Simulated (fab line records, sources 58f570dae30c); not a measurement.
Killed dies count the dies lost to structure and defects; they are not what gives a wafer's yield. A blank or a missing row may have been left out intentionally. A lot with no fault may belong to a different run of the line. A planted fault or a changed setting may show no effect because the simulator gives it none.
Matching of chambers / flow berkeley cmos170 / cmp-02 running UCB170_V1_CMP_02: 4 sister chambers
The step polishes SiO2. 16 wafers are shown with their chamber, then 8 later ones without.

== WAFERS PAIRED WITH THEIR CHAMBERS ==
wafer=L877.3; chamber=1; motor current A (A)=16.2; retaining ring pressure frac=0.993; slurry flow ml min=149.9
wafer=L877.4; chamber=0; motor current A (A)=15.8; retaining ring pressure frac=0.986; slurry flow ml min=150.4
wafer=L877.6; chamber=3; motor current A (A)=14.3; retaining ring pressure frac=1.001; slurry flow ml min=150.2
wafer=L878.3; chamber=1; motor current A (A)=16.4; retaining ring pressure frac=1.006; slurry flow ml min=150.6
wafer=L878.5; chamber=1; motor current A (A)=16.1; retaining ring pressure frac=0.999; slurry flow ml min=150.2
wafer=L878.6; chamber=2; motor current A (A)=14.4; retaining ring pressure frac=1.002; slurry flow ml min=149.3
wafer=L881.1; chamber=2; motor current A (A)=13.9; retaining ring pressure frac=1.002; slurry flow ml min=149.7
wafer=L881.5; chamber=0; motor current A (A)=16.1; retaining ring pressure frac=0.995; slurry flow ml min=149.5
wafer=L881.6; chamber=3; motor current A (A)=14.1; retaining ring pressure frac=0.995; slurry flow ml min=150.0
wafer=L884.1; chamber=2; motor current A (A)=14.2; retaining ring pressure frac=0.993; slurry flow ml min=150.4
wafer=L884.3; chamber=0; motor current A (A)=16.3; retaining ring pressure frac=0.998; slurry flow ml min=149.8
wafer=L884.5; chamber=0; motor current A (A)=16.4; retaining ring pressure frac=0.998; slurry flow ml min=149.9
wafer=L887.1; chamber=0; motor current A (A)=16.2; retaining ring pressure frac=0.997; slurry flow ml min=149.5
wafer=L887.3; chamber=1; motor current A (A)=16.5; retaining ring pressure frac=1.003; slurry flow ml min=150.3
wafer=L887.6; chamber=1; motor current A (A)=16.5; retaining ring pressure frac=0.996; slurry flow ml min=149.4
wafer=L890.1; chamber=1; motor current A (A)=15.8; retaining ring pressure frac=1.002; slurry flow ml min=150.2

SIGNATURES, as means of the wafers listed above
reading=motor current A; chamber 0=16.160; chamber 1=16.250; chamber 2=14.167; chamber 3=14.200; scatter within a chamber=0.247
reading=retaining ring pressure frac; chamber 0=0.99480; chamber 1=0.99983; chamber 2=0.99900; chamber 3=0.99800; scatter within a chamber=0.00491
reading=slurry flow ml min; chamber 0=149.820; chamber 1=150.100; chamber 2=149.800; chamber 3=150.100; scatter within a chamber=0.411
Rule: for each reading, subtract the chamber's mean from the wafer's reading, divide by that reading's scatter and square the result; add these up over the readings and take the root, which gives the wafer's distance from the chamber. If the next closest chamber is less than 2 further off than the closest, the wafer can't be placed; otherwise it belongs to the closest. How the scatter is found: for the shown wafers, subtract from each reading the mean of its chamber, square and add these, divide the total by (wafers less chambers), then take the root.

== WAFERS WITHOUT THEIR CHAMBER ==
wafer=L890.3; motor current A (A)=14.2; retaining ring pressure frac=1.001; slurry flow ml min=149.3
wafer=L890.6; motor current A (A)=15.7; retaining ring pressure frac=1.002; slurry flow ml min=150.2
wafer=L894.3; motor current A (A)=14.9; retaining ring pressure frac=1.008; slurry flow ml min=149.6
wafer=L894.4; motor current A (A)=16.2; retaining ring pressure frac=0.995; slurry flow ml min=149.8
wafer=L894.5; motor current A (A)=16.7; retaining ring pressure frac=1.003; slurry flow ml min=150.9
wafer=L900.1; motor current A (A)=16.7; retaining ring pressure frac=1.005; slurry flow ml min=150.3
wafer=L900.2; motor current A (A)=14.5; retaining ring pressure frac=0.993; slurry flow ml min=149.8
wafer=L900.3; motor current A (A)=15.8; retaining ring pressure frac=0.999; slurry flow ml min=149.5

== EACH ONE'S CHAMBER ==
wafer=L890.3; from the rows above=can't be placed: 2 or 3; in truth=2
wafer=L890.6; from the rows above=can't be placed: 1 or 0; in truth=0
wafer=L894.3; from the rows above=can't be placed: 2 or 3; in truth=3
wafer=L894.4; from the rows above=can't be placed: 0 or 1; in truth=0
wafer=L894.5; from the rows above=can't be placed: 1 or 0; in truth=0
wafer=L900.1; from the rows above=can't be placed: 1 or 0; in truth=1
wafer=L900.2; from the rows above=can't be placed: 3 or 2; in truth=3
wafer=L900.3; from the rows above=can't be placed: 0 or 1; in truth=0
0 of 8 placed correctly. From these rows, 8 cannot be placed; in 8 the true chamber is one of the candidates. Wrongly placed: 0.
